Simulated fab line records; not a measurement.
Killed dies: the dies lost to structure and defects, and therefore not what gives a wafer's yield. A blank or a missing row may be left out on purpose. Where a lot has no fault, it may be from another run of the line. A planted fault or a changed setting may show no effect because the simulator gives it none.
What tool caused it? ; flow rit-cmos ; 21 wafers from 7 lots sampled at 2 of the route's 202 steps

## WHAT EACH GAUGE READ, for each wafer
RIT_REOX_THK_MEAS_04.
lot;measured;on;REOX_OXIDE_THK (nm)
L679;day 2 23:07;film-metro-03;26.4 26.5 26.4
L682;day 3 20:16;film-metro-01;40.5 40.1 39.9
L685;day 4 05:10;film-metro-01;25.1 25.5 25.1
L690;day 5 14:21;film-metro-03;40.6 41.0 40.5
L693;day 5 21:40;film-metro-01;25.2 25.4 25.7
L696;day 6 16:46;film-metro-01;24.9 25.4 25.2
L700;day 7 16:12;film-metro-01;25.3 24.9 25.2

## EACH LOT AND THE TOOL THAT RAN IT (in order: tool; ch and the chambers of the sampled wafers; start)
lot;RIT_REOX_OXIDATION_03
L679;furnace-03 ch 0, day 2 20:34
L682;furnace-03 ch 0, day 3 14:05
L685;furnace-03 ch 0, day 4 02:36
L690;furnace-04 ch 0, day 5 08:35 and furnace-03 ch 0, day 5 11:48
L693;furnace-01 ch 0, day 5 19:07
L696;furnace-01 ch 0, day 6 14:13
L700;furnace-03 ch 0, day 7 13:39
- RIT_REOX_OXIDATION_03: target thk 25.2 nm, ox time 5580 s.

## THE ANSWER, worked out from the rows above alone
Rule: what is usual is taken from the lots themselves. The widest of any qualifying gaps counts: lots, ordered by their means at a reading, are off when they make up no more than a third of the lots, leave a main group of 4 or more, and stand apart from it by 3 or more times the standard deviation of that group's means. Not used: any main group whose means are identical at the precision the tables above print for the reading. A lot without any number at a reading at which 4 lots or more have one is off too. All remaining lots with rows at the step are treated as sound.
Off: L682, L690, at RIT_REOX_THK_MEAS_04 (REOX_OXIDE_THK). Main group: mean 25.5 nm, sd 0.49.
A tool fits if, at a process step before that reading, it ran every lot that is off, and no sound lot after the first of them. Gauges at RIT_REOX_THK_MEAS_04: tried the same way as those tools. Not one of the candidates tried fits.

## WHAT THE SIMULATOR PUT IN
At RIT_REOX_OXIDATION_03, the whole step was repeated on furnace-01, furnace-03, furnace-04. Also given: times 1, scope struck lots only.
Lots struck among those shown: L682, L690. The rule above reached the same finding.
